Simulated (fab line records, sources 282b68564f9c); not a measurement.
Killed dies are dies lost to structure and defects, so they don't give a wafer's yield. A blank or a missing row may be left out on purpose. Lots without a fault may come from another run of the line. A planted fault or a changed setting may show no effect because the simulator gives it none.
Which tool did it? | flow rit_cmos | 7 lots, 20 wafers sampled, at 3 steps of a route of 202

WHAT THE GAUGES READ, wafer by wafer
RIT_M1_CD_MEAS_09: target cd 2600 nm.
lot  | measured    | on        | cd_nm (nm)
L355 | day 3 20:53 | cd_sem-01 | 2600.1 2599.4 2599.6
L357 | day 4 05:12 | cd_sem-02 | 2604.2 2604.1 2604.7
L359 | day 4 21:11 | cd_sem-01 | 2600.5 2598.8 2600.9
L362 | day 5 20:08 | cd_sem-01 | 2602.3 2600.6 2601.1
L364 | day 6 14:46 | cd_sem-02 | 2599.1 2596.9 2599.1
L366 | day 6 19:15 | cd_sem-02 | 2597.8 2599.9 2598.2
L372 | day 8 02:08 | cd_sem-02 | 2600.4 2602.2

WHICH TOOL RAN EACH LOT (tool, then ch and the chambers of the sampled wafers, then the start)
lot  | RIT_ACTIVE_ETCH_13                | RIT_PRETRO_STRIP_09
L355 | rie_diel-02 ch 0,3, day 1 21:32   | plasma_asher-01 ch 0,1, day 2 15:05
L357 | rie_diel-01 ch 0,2,3, day 2 06:44 | plasma_asher-02 ch 0,1, day 2 23:40
L359 | rie_diel-02 ch 2,3, day 2 15:43   | plasma_asher-02 ch 0,1, day 3 12:23
L362 | rie_diel-02 ch 1,2,3, day 3 09:24 | plasma_asher-02 ch 0,1, day 4 12:16
L364 | rie_diel-03 ch 1,2,3, day 3 21:07 | plasma_asher-02 ch 0,1, day 5 03:11
L366 | rie_diel-01 ch 0,2,3, day 4 07:38 | plasma_asher-02 ch 0,1, day 5 10:13
L372 | rie_diel-01 ch 0,3, day 5 14:29   | plasma_asher-02 ch 1, day 6 18:56
- RIT_ACTIVE_ETCH_13: etches Si3N4 in SF6, stops on SiO2, time 210 s, target depth 210 nm.
- RIT_PRETRO_STRIP_09: strips in O2, time 180 s.

THE ANSWER, worked out from the rows above alone
Rule: what is usual is taken from the lots themselves. Put in order of their means at a reading, lots are off if they are a third of the lots or fewer, leave a main group of 4 or more, and stand apart from it by a gap of 3 or more times the standard deviation of the main group's means; of several such gaps the widest counts. A main group whose means are all the same, to the digits that the tables above print for the reading, isn't used. A lot without any number at a reading at which 4 lots or more have one is off too. The other lots that the step has rows for count as sound.
No lot is off at any reading shown: from this, nothing can be told.

WHAT THE SIMULATOR HAD PUT IN
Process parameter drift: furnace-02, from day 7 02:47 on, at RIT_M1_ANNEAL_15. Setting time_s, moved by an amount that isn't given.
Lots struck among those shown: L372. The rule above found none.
